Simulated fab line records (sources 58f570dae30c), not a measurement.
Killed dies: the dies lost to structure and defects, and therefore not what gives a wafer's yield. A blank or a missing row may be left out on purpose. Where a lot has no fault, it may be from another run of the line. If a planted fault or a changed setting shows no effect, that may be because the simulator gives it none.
Comparing a struck lot with a sound one    flow berkeleyCmos170    26 out of 331 route steps
Sound: the wafers L667.1, L667.2, L667.4. Struck: wafers L665.1, L665.3, L665.5. Last of all comes the cause.
For every step that has rows: the tool of each side, followed by ch and its chambers, followed by its first start. Under that, the readings that differ: sound wafers    struck wafers    difference of the means    sigmas: that difference in standard deviations of wafers without a fault.
alike: words and numbers the same on both sides, and readings whose means are apart by under 2 such deviations; not compared: readings that were withheld, readings missing a value for some wafer, numbers with overlapping values and no deviation given by the record, and bounds like >300 which may hide the same value.
The two part at a step that has a row with sigmas, a row that says differs or no value, or rows on one side only. Numbers that don't overlap but have no deviation are shown without sigmas and don't part them. A reading that every wafer of one side lacks parts them only if that side has two wafers or more.

first, 2 steps without rows for these wafers: UCB170_NWELL_PEB_10; UCB170_NWELL_DEVELOP_11 (develop time 45 s).
UCB170_NWELL_OVL_MEAS_12:
  sound: overlay-02 at day 3 10:34; struck: overlay-01 at day 2 23:11
  alike: NWELL_OVL
UCB170_NWELL_ETCH_13: etches Si3N4 in CH3F/Ar/O2, stops on SiO2, target depth 246.4 nm, time 154 s.
  sound on rieDiel-04 ch 0,1,2, day 3 10:36; struck on rieDiel-02 ch 0,2, day 2 23:14
  alike: CH3F_flow_sccm, drypumpMotorCurrentA, oesProductAu, throttleValvePct
  not compared: rfHoursCounterH
then, 1 step without rows for these wafers: UCB170_NWELL_IMPLANT_14.
UCB170_NWELL_STRIP_15: strips in O2.
  sound on plasmaAsher-04 ch 0,1, day 3 10:52; struck on plasmaAsher-01 ch 0,1, day 2 23:29
  alike: drypumpMotorCurrentA, oesProductAu, stripTimeToEndpointS
  not compared: rfHoursCounterH
UCB170_NWELL_TW_MEAS_16:
  sound: filmMetro-04 at day 3 10:58; struck: filmMetro-04 at day 2 23:35
  alike: NWELL_TW
then, 5 steps without rows for these wafers: UCB170_NWELL_CLEAN_17 (cleans in SPM, time 600 s); UCB170_NWELL_WET_ETCH_18 (etches Si3N4 in H3PO4, time 14400 s); UCB170_NWELL_WET_ETCH_19 (etches SiO2 in BOE, time 22 s); UCB170_PWELL_CLEAN_00 (cleans in SPM, time 600 s); UCB170_PWELL_CLEAN_01 (cleans in dHF, time 60 s).
UCB170_PWELL_OXIDATION_02: target thk 26.4 nm, ox time 1260 s.
  sound on furnace-02 ch 0, day 3 19:43; struck on furnace-04 ch 0, day 3 11:11
reading             sound                 struck                difference  sigmas
spikeTcCentreC (C)  1002.0 1002.0 1002.5  1006.9 1007.2 1006.4  +4.7        +2
  alike: oxTempC
UCB170_PWELL_THK_MEAS_03:
  sound: filmMetro-04 at day 3 21:04; struck: filmMetro-04 at day 3 12:45
reading               sound           struck          difference  sigmas
PWELL_OXIDE_THK (nm)  26.1 25.9 26.0  39.2 38.3 39.1  +12.9       +31
then, 2 steps without rows for these wafers: UCB170_PWELL_ANNEAL_04 (time 900 s); UCB170_PWELL_CVD_05 (deposits Si3N4 from SiH2Cl2/NH3, target thk 220 nm, time 3300 s).
UCB170_PWELL_THK_MEAS_06:
  sound: filmMetro-04 at day 4 01:29; struck: filmMetro-01 at day 3 21:38
reading                 sound              struck             difference  sigmas
PWELL_NITRIDE_THK (nm)  217.3 216.4 217.9  222.5 224.4 221.9  +5.7        +2
then, 6 steps without rows for these wafers: UCB170_PWELL_HMDS_07 (prime time 60 s); UCB170_PWELL_COAT_08 (resist thk 900 nm); UCB170_PWELL_SOFTBAKE_09 (time 60 s); UCB170_PWELL_EXPOSE_10 (exposes mask PWELL, target cd 3000 nm); UCB170_PWELL_PEB_11; UCB170_PWELL_DEVELOP_12 (develop time 45 s).
UCB170_PWELL_OVL_MEAS_13:
  sound: overlay-01 at day 4 03:59; struck: overlay-02 at day 3 23:11
  alike: PWELL_OVL
UCB170_PWELL_ETCH_14: etches Si3N4 in CH3F/Ar/O2, stops on SiO2, target depth 242 nm, time 151 s.
  sound on rieDiel-02 ch 0,1,2, day 4 04:01; struck on rieDiel-01 ch 0,1,3, day 3 23:13
reading                                      sound              struck             difference  sigmas
model.SiO2_of_PWELL_OXIDATION_02.thkNm (nm)  22.17 22.33 22.29  35.29 34.52 35.29  +12.77      
  alike: CH3F_flow_sccm, drypumpMotorCurrentA, oesProductAu, throttleValvePct
  not compared: rfHoursCounterH
then, 1 step without rows for these wafers: UCB170_PWELL_IMPLANT_15.

## WHERE THEY PART
Last at UCB170_PWELL_THK_MEAS_06 as far as this record goes, first at UCB170_PWELL_OXIDATION_02. Later steps at which nothing parts them and some readings are alike: UCB170_PWELL_OVL_MEAS_13, UCB170_PWELL_ETCH_14.

WHY: what the simulator had put in
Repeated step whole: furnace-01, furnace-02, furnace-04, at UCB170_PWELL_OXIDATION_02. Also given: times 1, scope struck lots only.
